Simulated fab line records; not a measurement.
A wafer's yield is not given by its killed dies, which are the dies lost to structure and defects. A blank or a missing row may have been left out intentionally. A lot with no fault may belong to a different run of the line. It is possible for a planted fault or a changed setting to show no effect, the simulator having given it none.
A lot that was struck, set against a sound lot | flow rit cmos | 18 steps out of a route of 202
Sound: the wafers L898.2, L898.3, L898.4. Struck: wafers L906.4, L906.5, L906.6. Last of all comes the cause.
Order at every step that has rows: each side's tool, ch and its chambers, its first start. Under that, the readings that differ: sound wafers | struck wafers | difference of the means | sigmas: that difference in standard deviations of wafers without a fault.
alike: readings whose means differ by less than 2 such deviations, and words and numbers that are the same on both sides. not compared: withheld readings, readings that some wafer has no value for, bounds like >300 that may hide the same value, and numbers for which the record gives no deviation and whose values overlap.
Wherever a step has rows on one side only, a row that says differs or no value, or a row with sigmas, the two part there. Non-overlapping numbers with no deviation appear without sigmas and do not part them. A reading that every wafer of one side lacks parts them only if that side has two wafers or more.

RIT_CONTACT_OVL_MEAS_09:
  struck on overlay-02, day 6 03:26; sound on overlay-02, day 4 05:17
  alike: CONTACT_OVL
then, 1 step without rows for these wafers: RIT_CONTACT_HARDBAKE_10 (time 60 s).
RIT_CONTACT_ETCH_11: etches SiO2 in CHF3/CF4/Ar, stops on TiSi2, target depth 480 nm, time 320 s.
  sound on rie diel-03 ch 0,1,2, day 4 05:28; struck on rie diel-01 ch 1,2,3, day 6 03:37
  alike: O2_flow_sccm, drypump motor current A, oes product au, throttle valve pct
  not compared: rf hours counter h
RIT_CONTACT_STRIP_12: strips in O2, time 180 s.
  sound on plasma asher-03 ch 0,1, day 4 05:40; struck on plasma asher-01 ch 0,1, day 6 03:52
  alike: drypump motor current A, o2 flow sccm
  not compared: rf hours counter h
RIT_CONTACT_CD_MEAS_90: the cd target is 1000 nm.
  struck on cd sem-02, day 6 04:02; sound on cd sem-02, day 4 05:51
  reading    | sound             | struck               | difference | sigmas
  cd nm (nm) | 998.8 999.0 999.8 | 1002.1 1006.4 1004.2 | +5.0       | +2
then, 2 steps without rows for these wafers: RIT_CONTACT_CLEAN_13 (cleans in SC1, time 600 s); RIT_CONTACT_CLEAN_14 (cleans in SC2, time 600 s).
RIT_M1_SPUTTER_00: material Al, target thk 400 nm, time 500 s.
  struck on pvd sputter-02, day 6 04:27; sound on pvd sputter-03, day 4 06:20
  alike: throttle valve pct
RIT_M1_RS_MEAS_01: measurement is done with a four-point probe.
  struck on film metro-03, day 6 04:49; sound on film metro-02, day 4 06:39
  alike: M1_AL_RS
RIT_M1_THK_MEAS_02: measures by xrf.
  struck on film metro-03, day 6 04:54; sound on film metro-02, day 4 06:46
  alike: M1_AL_THK
then, 2 steps without rows for these wafers: RIT_M1_HMDS_03 (prime time 60 s); RIT_M1_COAT_04 (resist thk 1300 nm).
RIT_M1_SOFTBAKE_05: time 60 s.
  sound on litho track-04 ch 0, day 4 07:08; struck on litho track-04 ch 0, day 6 05:18
  reading                                 | sound             | struck            | difference | sigmas
  heater power total W (W)                | 34.67 34.58 34.45 | 35.57 35.43 35.58 | +0.96      | +17
  plate temp C (C)                        | 89.99 89.86 89.88 | 91.79 91.69 91.91 | +1.89      | +15
  model.NOVOLAK_of_M1_COAT_04.thk nm (nm) | 1299 1300 1300    | 1294 1295 1295    | -5         |
  alike: resist line temp C
then, 2 steps without rows for these wafers: RIT_M1_EXPOSE_06 (exposes mask M12, target cd 2600 nm); RIT_M1_PEB_07.
RIT_M1_DEVELOP_08: develop time 68 s.
  sound on litho track-04 ch 0; struck on litho track-04 ch 0
  reading                                 | sound          | struck         | difference | sigmas
  model.NOVOLAK_of_M1_COAT_04.thk nm (nm) | 1298 1299 1299 | 1293 1295 1294 | -5         |
  alike: resist line temp C
RIT_M1_CD_MEAS_09: the cd target is 2600 nm.
  struck on cd sem-01, day 6 05:52; sound on cd sem-01, day 4 07:50
  alike: cd nm
RIT_M1_PROBE_99:
  struck on prober-01, day 6 08:38; sound on prober-01, day 4 10:49
  alike: defect limited yield, killed_at_M0_to_M3, killed at contacts, killed at front end, killed dies, killed open, killed short, sort_bin_3_pad_short, sort_bin_5_function, sort_bin_6_memory, sort n pass, sort yield pct

== WHERE THEY PART ==
At RIT_CONTACT_CD_MEAS_90 first; at RIT_M1_SOFTBAKE_05 last (within this record only). Later steps at which nothing parts them and some readings are alike: RIT_M1_DEVELOP_08, RIT_M1_CD_MEAS_09, RIT_M1_PROBE_99.

WHY: whatever the simulator had introduced
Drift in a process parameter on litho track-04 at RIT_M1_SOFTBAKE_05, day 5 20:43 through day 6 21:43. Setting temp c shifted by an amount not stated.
